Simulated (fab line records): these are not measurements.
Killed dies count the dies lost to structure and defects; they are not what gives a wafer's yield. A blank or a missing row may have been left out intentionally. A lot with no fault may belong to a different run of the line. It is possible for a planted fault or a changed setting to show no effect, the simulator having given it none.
fab line records | flow rit_cmos
[record] lots = 5 wafers = 15 last_day = 7
route steps=202 shown SDANNEAL@156 PSD@157 NSD@158 PLDD@159 NLDD@160 SILICIDE@161 CONTACT@168 M1@184
lots with no fault: from the same line, run without faults
start_h: the number of hours between the record's first day and the start of the first shown wafer of the lot | wait_h: hours since the lot's step before | " unchanged from the row above | L1.1+2: one row covering several wafers at once | - value missing, or start not given | * or withheld: withheld | < > ~ a bound
route shown NAME@n: names a module that has steps shown in the file, with the first one's number in the route | usual: the fault-free wafers' mean and standard deviation | same: alike in all rows | chamber/n: place in a boat | sites: the reading at each site | _std_site: their standard deviation | _edge_site: inner sites' mean taken away from outer sites' mean | radius_mm: for every site, how far away it sits from the centre of the wafer | mask NAME#n: copy n | behind: the most recent tool/chamber to have shaped the wafer | hold: what put the lot on hold/how long, in hours/how the hold closed | device: transistor that didn't switch, given as n, p or np | end of line: at the end of the route, the tests of the same wafers | a step without rows: its recipe alone | killed: dies that structure and defects cost at the first sort, which is not the same as the wafer's yield | map: dies across one wafer; x = killed, . = not, _ = none there
set.NAME: the setting the step ran with; set.NAME@STEP: the setting that earlier step ran with | model.NAME: the simulator's own value behind a step, which no gauge read
lots seen at some steps along the route; tables by step, rows by wafer
services: a tool's chamber out of use, with start hour (start_h, from the record's first day; less than 0 if before it), hours out, and reason
[[steps]]
[step RIT_SDANNEAL_RTA_03]
[recipe] temp_c = 1050 time_s = 5 idle_temp_c = 600 ramp_up_c_per_s = 342 ramp_down_c_per_s = 171 cool_to_c = 600 ambient = N2
[usual] ramp_down_c_per_s = 171.00/0.031 ramp_up_c_per_s = 342.01/0.066 wafer_temp_C_max = 1053.3/1.1
// columns lot.wafer tool chamber start_h wait_h ramp_down_c_per_s ramp_up_c_per_s wafer_temp_C_max
L335.3 rtp_anneal-02 0 52.29 0.0 170.98 342.06 1052.3
L335.5 " 0 " " 170.99 342.17 1051.9
L335.6 " 0 " " 170.97 341.94 1053.1
L337.1 rtp_anneal-01 0 62.17 0.0 170.97 342.05 1055.0
L337.3 " 0 " " 171.02 342.06 1054.0
L337.5 " 0 " " 171.04 342.01 1054.3
L346.2 rtp_anneal-02 0 107.66 0.0 171.08 341.96 1051.5
L346.4 " 0 " " 170.98 341.90 1052.8
L346.5 " 0 " " 170.97 341.98 1053.5
L350.1 rtp_anneal-02 0 127.51 0.0 170.97 341.86 1054.7
L350.2 " 0 " " 171.01 341.89 1052.9
L350.6 " 0 " " 171.03 342.03 1052.7
L355.2 rtp_anneal-01 0 151.18 0.0 170.98 341.99 1053.9
L355.4 " 0 " " 171.04 341.97 1054.2
L355.5 " 0 " " 171.04 342.13 1053.9
[step RIT_SDANNEAL_RS_MEAS_04]
[recipe] thk_meas_gauge = four-point-probe
[usual] PSD_RS = 115.94/0.26
// columns lot.wafer tool chamber start_h wait_h PSD_RS[ohm/sq]
L335.3 film_metro-02 - 52.37 0.1 116.37
L335.5 " - " " 116.44
L335.6 " - " " 116.17
L337.1 film_metro-04 - 62.23 0.0 115.98
L337.3 " - " " 115.93
L337.5 " - " " 115.62
L346.2 film_metro-01 - 107.73 0.1 116.00
L346.4 " - " " 116.11
L346.5 " - " " 116.18
L350.1 film_metro-04 - 127.57 0.0 116.18
L350.2 " - " " 115.97
L350.6 " - " " 116.20
L355.2 film_metro-01 - 151.25 0.1 115.67
L355.4 " - " " 115.65
L355.5 " - " " 115.77
[step RIT_SDANNEAL_RS_MEAS_05]
[recipe] thk_meas_gauge = four-point-probe
[usual] NSD_RS = 83.06/0.22
// columns lot.wafer tool chamber start_h wait_h NSD_RS[ohm/sq]
L335.3 film_metro-02 - 52.49 0.1 83.05
L335.5 " - " " 83.01
L335.6 " - " " 83.06
L337.1 film_metro-04 - 62.35 0.1 83.19
L337.3 " - " " 83.20
L337.5 " - " " 83.04
L346.2 film_metro-01 - 107.85 0.1 83.26
L346.4 " - " " 83.36
L346.5 " - " " 83.05
L350.1 film_metro-04 - 127.69 0.1 83.19
L350.2 " - " " 83.22
L350.6 " - " " 83.42
L355.2 film_metro-01 - 151.37 0.1 83.01
L355.4 " - " " 82.73
L355.5 " - " " 83.09
[step RIT_SDANNEAL_RS_MEAS_06]
[recipe] thk_meas_gauge = four-point-probe
[usual] PLDD_RS = 178.6/0.51
// columns lot.wafer tool chamber start_h wait_h PLDD_RS[ohm/sq]
L335.3 film_metro-02 - 52.61 0.1 178.5
L335.5 " - " " 178.8
L335.6 " - " " 178.3
L337.1 film_metro-04 - 62.47 0.1 178.8
L337.3 " - " " 178.4
L337.5 " - " " 177.9
L346.2 film_metro-01 - 107.97 0.1 179.0
L346.4 " - " " 179.3
L346.5 " - " " 179.7
L350.1 film_metro-04 - 127.81 0.1 179.6
L350.2 " - " " 179.2
L350.6 " - " " 179.7
L355.2 film_metro-01 - 151.49 0.1 178.0
L355.4 " - " " 177.5
L355.5 " - " " 178.0
[step RIT_SDANNEAL_RS_MEAS_07]
[recipe] thk_meas_gauge = four-point-probe
[usual] NLDD_RS = 154.4/0.49
// columns lot.wafer tool chamber start_h wait_h NLDD_RS[ohm/sq]
L335.3 film_metro-02 - 52.73 0.1 155.2
L335.5 " - " " 154.6
L335.6 " - " " 154.8
L337.1 film_metro-04 - 62.59 0.1 154.9
L337.3 " - " " 154.8
L337.5 " - " " 155.2
L346.2 film_metro-01 - 108.09 0.1 154.3
L346.4 " - " " 154.8
L346.5 " - " " 154.3
L350.1 film_metro-04 - 127.93 0.1 154.8
L350.2 " - " " 154.4
L350.6 " - " " 155.1
L355.2 film_metro-01 - 151.61 0.1 153.8
L355.4 " - " " 153.3
L355.5 " - " " 153.2
[step RIT_SILICIDE_WET_ETCH_00]
[recipe] chemistry = BOE target = SiO2 target_depth_nm = 14 time_s = 15 dry = n2_spin dilution = 10:1 temp_c = 21.5
[step RIT_SILICIDE_SPUTTER_01]
[recipe] material = Ti target_thk_nm = 30 power_w = 344.4 chamber_pressure_pa = 0.667 gas = Ar time_s = 240 substrate_temp_c = 25
[usual] throttle_valve_pct = 30.3/2
// columns lot.wafer tool chamber start_h wait_h throttle_valve_pct
L335.3 pvd_sputter-02 - 52.82 0.0 29.1
L335.5 " - " " 28.9
L335.6 " - " " 29.9
L337.1 pvd_sputter-01 - 62.72 0.0 31.6
L337.3 " - " " 31.2
L337.5 " - " " 31.0
L346.2 pvd_sputter-02 - 108.20 0.0 29.0
L346.4 " - " " 30.0
L346.5 " - " " 27.2
L350.1 pvd_sputter-03 - 128.06 0.0 30.3
L350.2 " - " " 29.4
L350.6 " - " " 30.5
L355.2 pvd_sputter-01 - 151.72 0.0 31.6
L355.4 " - " " 34.0
L355.5 " - " " 29.3
[step RIT_SILICIDE_RS_MEAS_02]
[recipe] thk_meas_gauge = four-point-probe reads = Ti_of_SILICIDE_SPUTTER_01
[usual] SILICIDE_TI_RS = 48.8/0.91
// columns lot.wafer tool chamber start_h wait_h SILICIDE_TI_RS[ohm/sq]
L335.3 film_metro-04 - 53.01 0.1 48.3
L335.5 " - " " 48.7
L335.6 " - " " 48.3
L337.1 film_metro-03 - 62.87 0.1 51.0
L337.3 " - " " 49.5
L337.5 " - " " 49.4
L346.2 film_metro-02 - 108.37 0.1 48.9
L346.4 " - " " 48.7
L346.5 " - " " 47.9
L350.1 film_metro-04 - 128.21 0.1 49.6
L350.2 " - " " 48.7
L350.6 " - " " 49.2
L355.2 film_metro-03 - 151.89 0.1 48.9
L355.4 " - " " 48.3
L355.5 " - " " 48.9
[step RIT_SILICIDE_THK_MEAS_03]
[recipe] thk_meas_gauge = xrf reads = Ti_of_SILICIDE_SPUTTER_01
[usual] SILICIDE_TI_THK = 29.7/0.45
// columns lot.wafer tool chamber start_h wait_h SILICIDE_TI_THK[nm]
L335.3 film_metro-04 - 53.11 0.1 29.8
L335.5 " - " " 29.7
L335.6 " - " " 29.9
L337.1 film_metro-03 - 62.99 0.1 28.7
L337.3 " - " " 29.3
L337.5 " - " " 29.6
L346.2 film_metro-02 - 108.48 0.1 29.4
L346.4 " - " " 29.5
L346.5 " - " " 29.9
L350.1 film_metro-04 - 128.33 0.1 29.3
L350.2 " - " " 29.8
L350.6 " - " " 29.5
L355.2 film_metro-03 - 152.00 0.1 29.6
L355.4 " - " " 30.0
L355.5 " - " " 29.7
[step RIT_SILICIDE_RTA_04]
[recipe] temp_c = 650 time_s = 10 idle_temp_c = 25 ramp_up_s = 5 ramp_down_s = 5 cool_to_c = 25 ambient = N2
[usual] wafer_temp_C_max = 651.9/0.49
// columns lot.wafer tool chamber start_h wait_h wafer_temp_C_max
L335.3 rtp_anneal-01 0 53.18 0.1 652.0
L335.5 " 0 " " 651.1
L335.6 " 0 " " 650.8
L337.1 rtp_anneal-01 0 63.05 0.1 652.0
L337.3 " 0 " " 651.7
L337.5 " 0 " " 651.3
L346.2 rtp_anneal-01 0 108.54 0.1 651.6
L346.4 " 0 " " 651.0
L346.5 " 0 " " 651.6
L350.1 rtp_anneal-01 0 128.39 0.1 652.4
L350.2 " 0 " " 651.3
L350.6 " 0 " " 651.6
L355.2 rtp_anneal-02 0 152.07 0.1 652.2
L355.4 " 0 " " 651.9
L355.5 " 0 " " 652.2
[step RIT_SILICIDE_WET_ETCH_05]
[recipe] chemistry = SPM target = Ti temp_c = 90 time_s = 120 dry = n2_spin
[step RIT_SILICIDE_RTA_06]
[recipe] temp_c = 750 time_s = 10 idle_temp_c = 25 ramp_up_s = 5 ramp_down_s = 10 cool_to_c = 25 ambient = N2
[usual] wafer_temp_C_max = 752.4/0.61
// columns lot.wafer tool chamber start_h wait_h wafer_temp_C_max
L335.3 rtp_anneal-02 0 53.29 0.0 752.7
L335.5 " 0 " " 753.1
L335.6 " 0 " " 751.8
L337.1 rtp_anneal-01 0 63.16 0.0 752.7
L337.3 " 0 " " 752.1
L337.5 " 0 " " 752.0
L346.2 rtp_anneal-02 0 108.65 0.0 753.0
L346.4 " 0 " " 752.3
L346.5 " 0 " " 752.5
L350.1 rtp_anneal-02 0 128.50 0.0 752.8
L350.2 " 0 " " 752.6
L350.6 " 0 " " 753.0
L355.2 rtp_anneal-01 0 152.17 0.0 751.9
L355.4 " 0 " " 751.6
L355.5 " 0 " " 751.4
[step RIT_CONTACT_CVD_00]
[recipe] material = SiO2 target_thk_nm = 400 precursor = TEOS temp_c = 390 time_s = 61 rf_w = 400
[usual] heater_power_w = 312/45
// columns lot.wafer tool chamber start_h wait_h heater_power_w model.SiO2_of_CONTACT_CVD_00.thk_nm
L335.3 pecvd-04 2 53.33 0.0 322 392.8
L335.5 " 1 " " 327 406.1
L335.6 " 0 " " 348 399
L337.1 pecvd-01 0 63.23 0.1 271 393.3
L337.3 " 2 " " 291 386.6
L337.5 " 1 " " 298 389.2
L346.2 pecvd-01 1 108.71 0.0 246 396.7
L346.4 " 0 " " 265 404.3
L346.5 " 2 " " 275 398.6
L350.1 pecvd-04 2 128.57 0.1 334 391.2
L350.2 " 0 " " 338 376.3
L350.6 " 1 " " 343 404.4
L355.2 pecvd-02 0 152.23 0.0 374 398
L355.4 " 2 " " 325 403.4
L355.5 " 1 " " 267 398.8
[step RIT_CONTACT_THK_MEAS_01]
[recipe] reads = SiO2_of_CONTACT_CVD_00
[usual] CONTACT_TEOS_THK = 400/5.5
// columns lot.wafer tool chamber start_h wait_h hold CONTACT_TEOS_THK[nm]
L335.3 film_metro-04 - 53.40 0.0 - 392
L335.5 " - " " - 406
L335.6 " - " " - 399
L337.1 film_metro-03 - 63.28 0.0 - 393
L337.3 " - " " - 387
L337.5 " - " " - 389
L346.2 film_metro-04 - 108.77 0.0 - 396
L346.4 " - " " - 405
L346.5 " - " " - 399
L350.1 film_metro-04 - 128.62 0.0 await_dispo/0.2h/release 391
L350.2 " - " " await_dispo/0.2h/release 376
L350.6 " - " " await_dispo/0.2h/release 404
L350.1 film_metro-04 - 128.85 0.2 - 391
L350.2 " - " " - 376
L350.6 " - " " - 404
L355.2 film_metro-01 - 152.29 0.0 - 398
L355.4 " - " " - 403
L355.5 " - " " - 399
[step RIT_CONTACT_COAT_03]
[recipe] resist = NOVOLAK spin_rpm = 3250 resist_thk_nm = 1000
[step RIT_CONTACT_SOFTBAKE_04]
[recipe] resist = NOVOLAK temp_c = 90 time_s = 60
[step RIT_CONTACT_EXPOSE_05]
[recipe] mask_id = M11 na = 0.6 source_shape = conventional sigma_outer = 0.5 target_cd_nm = 1000 dose_mj = 250
[step RIT_CONTACT_PEB_06]
[recipe] resist = NOVOLAK temp_c = withheld time_s = withheld
[step RIT_CONTACT_DEVELOP_07]
[recipe] resist = NOVOLAK develop_time_s = 120 dev_temp_c = 23.7
[step RIT_CONTACT_CD_MEAS_08]
[recipe] target_cd_nm = 1000
[usual] cd_nm = 999.8/2.3
// columns lot.wafer tool chamber start_h wait_h cd_nm
L335.3 cd_sem-02 - 54.78 - 1001.2
L335.5 " - " " 998.1
L335.6 " - " " 998.8
L337.1 cd_sem-01 - 64.31 - 1004.5
L337.3 " - " " 1005.6
L337.5 " - " " 1005.1
L346.2 cd_sem-02 - 109.97 - 1003.7
L346.4 " - " " 1003.4
L346.5 " - " " 1004.2
L350.1 cd_sem-02 - 134.13 - 1004.2
L350.2 " - " " 1002.6
L350.6 " - " " 1003.1
L355.2 cd_sem-01 - 153.33 - 998.9
L355.4 " - " " 999.2
L355.5 " - " " 999.7
[step RIT_CONTACT_OVL_MEAS_09]
[usual] CONTACT_OVL = -0.1/1.4
// columns lot.wafer tool chamber start_h wait_h CONTACT_OVL[nm]
L335.3 overlay-02 - 54.87 0.1 3.5
L335.5 " - " " 2.1
L335.6 " - " " 0.3
L337.1 overlay-01 - 64.43 0.1 0.7
L337.3 " - " " 2.5
L337.5 " - " " -0.4
L346.2 overlay-01 - 110.07 0.1 -0.6
L346.4 " - " " 0.5
L346.5 " - " " -0.1
L350.1 overlay-01 - 134.25 0.1 -1.4
L350.2 " - " " -0.8
L350.6 " - " " -2.7
L355.2 overlay-02 - 153.43 0.1 -0.3
L355.4 " - " " -0.3
L355.5 " - " " -1.0
[step RIT_CONTACT_HARDBAKE_10]
[recipe] resist = NOVOLAK temp_c = 140 time_s = 60
[step RIT_CONTACT_ETCH_11]
[recipe] target_depth_a = 4800 over_etch_frac = 0.2 stop_on = TiSi2 chemistry = CHF3/CF4/Ar target = SiO2 CHF3_flow_sccm = 50 cf4_flow_sccm = 10 Ar_flow_sccm = 100 O2_flow_sccm = 5 pressure_mtorr = 100 rf_w = 200 time_s = 320
[usual] drypump_motor_current_A = 5.8/0.49 oes_product_au = 0.992/0.011 throttle_valve_pct = 8.94/0.12
// columns lot.wafer tool chamber start_h wait_h drypump_motor_current_A oes_product_au rf_hours_counter_h throttle_valve_pct model.etch.depth_nm model.CONTACT.feature_depth_nm
L335.3 rie_diel-04 1 55.11 0.1 5.7 0.995 100 8.83 392.8 392.8
L335.5 " 0 " " 6.5 1.011 - 9.02 406.1 406.1
L335.6 " 3 " " 6.0 1.003 - 9.14 399 399
L337.1 rie_diel-04 0 64.61 0.1 6.4 0.997 39 9.02 393.3 393.3
L337.3 " 2 " " 5.0 0.994 7 8.89 386.6 386.6
L337.5 " 3 " " 6.0 0.995 - 9.14 389.2 389.2
L346.2 rie_diel-03 1 110.25 0.1 6.1 0.975 127 9.02 396.7 396.7
L346.4 " 0 " " 5.7 0.964 138 8.97 404.3 404.3
L346.5 " 0 " " 5.7 0.958 - 8.96 398.6 398.6
L350.1 rie_diel-04 0 134.46 0.1 6.4 1.001 40 9.02 391.2 391.2
L350.2 " 3 " " 6.0 0.989 99 9.14 376.3 376.3
L350.6 " 3 " " 6.0 0.987 - 9.13 404.4 404.4
L355.2 rie_diel-04 2 153.61 0.1 5.0 0.994 9 8.90 398 398
L355.4 " 3 " " 6.0 0.991 100 9.16 403.4 403.4
L355.5 " 3 " " 6.0 0.992 - 9.14 398.8 398.8
[step RIT_CONTACT_STRIP_12]
[recipe] chemistry = O2 time_s = 180 resist = NOVOLAK platen_temp_c = withheld power_w = 500 pressure_mtorr = 4000 o2_flow_sccm = 4000
[usual] drypump_motor_current_A = 5.6/0.59
// columns lot.wafer tool chamber start_h wait_h drypump_motor_current_A rf_hours_counter_h
L335.3 plasma_asher-04 0 55.36 0.2 4.8 -
L335.5 " 1 " " 5.6 -
L335.6 " 0 " " 4.8 -
L337.1 plasma_asher-04 0 64.81 0.1 4.8 28
L337.3 " 1 " " 5.6 -
L337.5 " 0 " " 4.8 -
L346.2 plasma_asher-04 0 110.45 0.1 4.8 33
L346.4 " 1 " " 5.6 -
L346.5 " 0 " " 4.8 -
L350.1 plasma_asher-04 1 134.65 0.1 5.6 35
L350.2 " 0 " " 4.7 35
L350.6 " 0 " " 4.8 -
L355.2 plasma_asher-01 1 153.81 0.1 5.6 4
L355.4 " 0 " " 6.1 -
L355.5 " 0 " " 6.0 -
[step RIT_CONTACT_CD_MEAS_90]
[recipe] target_cd_nm = 1000
[usual] cd_nm = 999.7/2.4
// columns lot.wafer tool chamber start_h wait_h cd_nm
L335.3 cd_sem-02 - 55.52 0.1 1000.4
L335.5 " - " " 997.9
L335.6 " - " " 998.3
L337.1 cd_sem-02 - 64.98 0.1 1004.2
L337.3 " - " " 1005.6
L337.5 " - " " 1004.9
L346.2 cd_sem-02 - 110.64 0.1 1004.3
L346.4 " - " " 1002.9
L346.5 " - " " 1003.7
L350.1 cd_sem-02 - 134.83 0.1 1004.2
L350.2 " - " " 1002.9
L350.6 " - " " 1003.1
L355.2 cd_sem-02 - 154.00 0.1 998.6
L355.4 " - " " 999.6
L355.5 " - " " 999.9
[step RIT_CONTACT_CLEAN_13]
[recipe] chemistry = SC1 mix = 3:3:50 time_s = 600 temp_c = 75
[step RIT_CONTACT_CLEAN_14]
[recipe] chemistry = SC2 mix = 3:3:50 time_s = 600 temp_c = 75 dry = n2_spin
[step RIT_M1_SPUTTER_00]
[recipe] material = Al target_thk_nm = 400 power_w = 2000 chamber_pressure_pa = 0.4 gas = Ar time_s = 500 substrate_temp_c = 25
[step RIT_M1_RS_MEAS_01]
[recipe] thk_meas_gauge = four-point-probe reads = Al_of_M1_SPUTTER_00
[usual] M1_AL_RS = 0.0737/0.0011
// columns lot.wafer tool chamber start_h wait_h M1_AL_RS[ohm/sq]
L335.3 film_metro-04 - 56.30 0.2 0.0735
L335.5 " - " " 0.0723
L335.6 " - " " 0.0742
L337.1 film_metro-04 - 65.78 0.1 0.0739
L337.3 " - " " 0.0735
L337.5 " - " " 0.0731
L346.2 film_metro-01 - 111.42 0.2 0.0726
L346.4 " - " " 0.0751
L346.5 " - " " 0.0744
L350.1 film_metro-04 - 135.66 0.1 0.0729
L350.2 " - " " 0.0757
L350.6 " - " " 0.0759
L355.2 film_metro-04 - 154.78 0.2 0.0747
L355.4 " - " " 0.0736
L355.5 " - " " 0.0744
[step RIT_M1_THK_MEAS_02]
[recipe] thk_meas_gauge = xrf reads = Al_of_M1_SPUTTER_00
[usual] M1_AL_THK = 401/6.4
// columns lot.wafer tool chamber start_h wait_h M1_AL_THK[nm]
L335.3 film_metro-04 - 56.40 0.1 402
L335.5 " - " " 411
L335.6 " - " " 402
L337.1 film_metro-04 - 65.90 0.1 402
L337.3 " - " " 405
L337.5 " - " " 408
L346.2 film_metro-01 - 111.53 0.1 407
L346.4 " - " " 393
L346.5 " - " " 396
L350.1 film_metro-04 - 135.78 0.1 407
L350.2 " - " " 390
L350.6 " - " " 389
L355.2 film_metro-04 - 154.89 0.1 401
L355.4 " - " " 404
L355.5 " - " " 399
[step RIT_M1_HMDS_03]
[recipe] prime_time_s = 60 prime_temp_c = 140
[step RIT_M1_COAT_04]
[recipe] resist = NOVOLAK spin_rpm = 2000 resist_thk_nm = 1300
[step RIT_M1_SOFTBAKE_05]
[recipe] resist = NOVOLAK temp_c = 89.59 time_s = 60
[step RIT_M1_EXPOSE_06]
[recipe] mask_id = M12 na = 0.6 source_shape = conventional sigma_outer = 0.5 target_cd_nm = 2600 dose_mj = 250
[step RIT_M1_PEB_07]
[recipe] resist = NOVOLAK temp_c = withheld time_s = withheld
[step RIT_M1_DEVELOP_08]
[recipe] resist = NOVOLAK develop_time_s = 68 dev_temp_c = 23
[step RIT_M1_CD_MEAS_09]
[recipe] target_cd_nm = 2600
[usual] cd_nm = 2599.7/2.5
// columns lot.wafer tool chamber start_h wait_h cd_nm
L335.3 cd_sem-01 - 57.49 - 2598.0
L335.5 " - " " 2597.4
L335.6 " - " " 2598.1
L337.1 cd_sem-01 - 66.84 - 2604.7
L337.3 " - " " 2602.3
L337.5 " - " " 2603.3
L346.2 cd_sem-01 - 112.61 - 2599.1
L346.4 " - " " 2599.8
L346.5 " - " " 2600.7
L350.1 cd_sem-01 - 136.72 - 2600.7
L350.2 " - " " 2598.7
L350.6 " - " " 2602.0
L355.2 cd_sem-02 - 155.84 - 2596.1
L355.4 " - " " 2595.9
L355.5 " - " " 2593.7
[step RIT_M1_OVL_MEAS_10]
[usual] M1_OVL = -0.7/1.6
// columns lot.wafer tool chamber start_h wait_h M1_OVL[nm]
L335.3 overlay-02 - 57.58 0.1 -0.7
L335.5 " - " " -1.3
L335.6 " - " " 0.0
L337.1 overlay-01 - 66.96 0.1 -0.9
L337.3 " - " " -1.1
L337.5 " - " " 0.3
L346.2 overlay-02 - 112.71 0.1 -0.9
L346.4 " - " " -1.5
L346.5 " - " " -1.2
L350.1 overlay-02 - 136.84 0.1 -3.4
L350.2 " - " " -2.4
L350.6 " - " " -1.9
L355.2 overlay-02 - 155.95 0.1 -0.7
L355.4 " - " " -3.0
L355.5 " - " " -0.4
[step RIT_M1_HARDBAKE_11]
[recipe] resist = NOVOLAK temp_c = 138.8 time_s = 120
[step RIT_M1_METAL_ETCH_12]
[recipe] stop_on = SiO2 chemistry = Cl2/BCl3 target = Al time_s = 165 over_etch_frac = 0.5 pressure_mtorr = 100 target_depth_a = 6000 rf_w = 250 Cl2_flow_sccm = 60 bcl3_flow_sccm = 50
[usual] drypump_motor_current_A = 5.5/0.42 oes_product_au = 0.770/0.0096 throttle_valve_pct = 8.32/0.17
// columns lot.wafer tool chamber start_h wait_h drypump_motor_current_A oes_product_au rf_hours_counter_h throttle_valve_pct model.SiO2_of_CONTACT_CVD_00.thk_nm
L335.3 rie_metal-03 0 57.91 0.2 5.8 0.773 - 8.21 357.5
L335.5 " 0 " " 5.8 0.785 - 8.20 370.5
L335.6 " 1 " " 6.1 0.764 - 8.47 362.1
L337.1 rie_metal-01 0 67.24 0.2 4.7 0.772 2 8.09 356.5
L337.3 " 0 " " 4.8 0.776 - 8.08 349.6
L337.5 " 0 " " 4.8 0.775 - 8.08 352.4
L346.2 rie_metal-01 1 112.99 0.2 5.5 0.759 3 8.43 360.6
L346.4 " 0 " " 4.8 0.765 - 8.09 367.4
L346.5 " 1 " " 5.4 0.753 - 8.41 362.5
L350.1 rie_metal-03 0 137.13 0.2 5.8 0.770 6 8.21 355.4
L350.2 " 1 " " 6.1 0.750 4 8.47 339.4
L350.6 " 0 " " 5.8 0.762 - 8.21 368.7
L355.2 rie_metal-02 0 156.23 0.2 5.3 0.783 0 8.58 360.9
L355.4 " 1 " " 5.3 0.775 - 8.15 365.6
L355.5 " 1 " " 5.3 0.773 - 8.15 361.1
[step RIT_M1_STRIP_13]
[recipe] chemistry = nmp resist = NOVOLAK temp_c = 80 time_s = 600 dry = n2_spin
[step RIT_M1_PROBE_99]
[usual] killed_at_contacts = 0.1/0.35 killed_at_front_end = 6.9/2.8 killed_dies = 7.0/2.8 killed_open = 3.4/2 killed_short = 3.5/2.1
[same] gross_dies = 264 killed_at_M0_to_M3 = 0 killed_at_M4_up = 0 killed_at_back_side = 0 killed_at_other = 0
// columns lot.wafer tool chamber start_h wait_h killed_at_contacts killed_at_front_end killed_dies killed_open killed_short
L337.1 prober-01 - 69.67 0.1 0 7 7 4 3
L337.3 prober-01 - 69.77 0.2 0 8 8 5 3
L337.5 prober-01 - 69.87 0.2 0 11 11 4 7
L350.1 prober-02 - 139.38 0.1 0 7 7 2 5
L350.2 prober-02 - 139.43 0.1 0 4 4 2 2
L350.6 prober-02 - 139.63 0.2 0 9 9 2 7
// killed by level:class
L337.1 FOX1:geometric_particle:short=3 FOX1:geometric_particle:open=2 GATE:geometric_particle:open=1 SILICIDE:geometric_particle:open=1
L337.3 GATE:geometric_particle:open=3 REOX:geometric_particle:open=2 FOX1:geometric_particle:short=1 REOX:geometric_particle:short=1 SPACER:geometric_particle:short=1
L337.5 FOX1:geometric_particle:open=2 FOX1:geometric_particle:short=2 GATE:geometric_particle:short=2 REOX:geometric_particle:short=2 SPACER:geometric_particle:open=2 SPACER:geometric_particle:short=1
L350.1 SILICIDE:geometric_particle:short=3 GATE:geometric_particle:open=2 REOX:geometric_particle:short=2
L350.2 FOX1:geometric_particle:short=1 FOX2:geometric_particle:open=1 REOX:geometric_particle:short=1 REOX:geometric_particle:open=1
L350.6 REOX:geometric_particle:short=3 GATE:geometric_particle:short=2 FOX1:geometric_particle:open=1 FOX1:geometric_particle:short=1 GATE:geometric_particle:open=1 SILICIDE:geometric_particle:short=1
[[services]]
// columns tool chamber start_h hours kind
pecvd-01 0 35.33 13.7 repair
plasma_asher-01 - 35.35 1.6 repair
rie_metal-01 1 38.74 2.6 repair
pvd_sputter-01 - 51.10 8.6 repair
pecvd-01 - 51.26 2.5 repair
pvd_sputter-03 - 56.36 5.5 repair
rie_diel-04 0 57.62 2.5 repair
rie_metal-03 - 59.28 4.3 pm
rtp_anneal-02 - 61.47 5.5 pm
pvd_sputter-03 - 73.05 1.8 repair
pvd_sputter-01 - 82.07 3.4 repair
plasma_asher-04 - 93.69 0.4 repair
plasma_asher-04 - 105.16 2.2 repair
plasma_asher-01 - 108.75 9.0 pm
plasma_asher-01 0 108.75 9.0 vent_cycle
plasma_asher-01 1 108.75 9.0 vent_cycle
rtp_anneal-01 - 112.33 4.4 pm
plasma_asher-01 0 117.75 - clean
pecvd-02 0 120.30 10.8 repair
rie_diel-03 2 122.40 5.3 repair
rie_metal-02 - 136.12 20.0 pm
rie_diel-04 3 145.27 2.7 repair
pvd_sputter-03 - 147.63 5.5 repair
pecvd-02 - 155.22 2.0 repair
[[key]]
[first_sign] step = RIT_CONTACT_THK_MEAS_01 reading = visit direction = added
[effect] step = RIT_CONTACT_THK_MEAS_01 reading = CONTACT_TEOS_THK direction = down sigmas = 4.3 usual = 400 struck = 376
[model_effect] step = RIT_CONTACT_CVD_00 value = SiO2_of_CONTACT_CVD_00.thk_nm without = 396.9 struck = 376.3
[model_effect] step = RIT_CONTACT_ETCH_11 value = etch.depth_nm without = 396.9 struck = 376.3
[model_effect] step = RIT_M1_METAL_ETCH_12 value = SiO2_of_CONTACT_CVD_00.thk_nm without = 360 struck = 339.4
met_at RIT_CONTACT_CVD_00
struck_wafers L350.2
tester_left_out L350
onset_between 53.33 128.57
[fault] kind = process_parameter_drift tool = pecvd-04 chamber = 0 onset_h = 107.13 steps = RIT_CONTACT_CVD_00 channel = target_thk_nm offset = -20.764 shape = step end_h = 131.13 stated = 400
// tester_left_out: of these lots the tester's yield and bins aren't shown, on N5 and GAA mostly nor the transistor test; their killed dies are dies lost to structure and defects alone, not to doping, threshold or leakage, so they don't give the yield
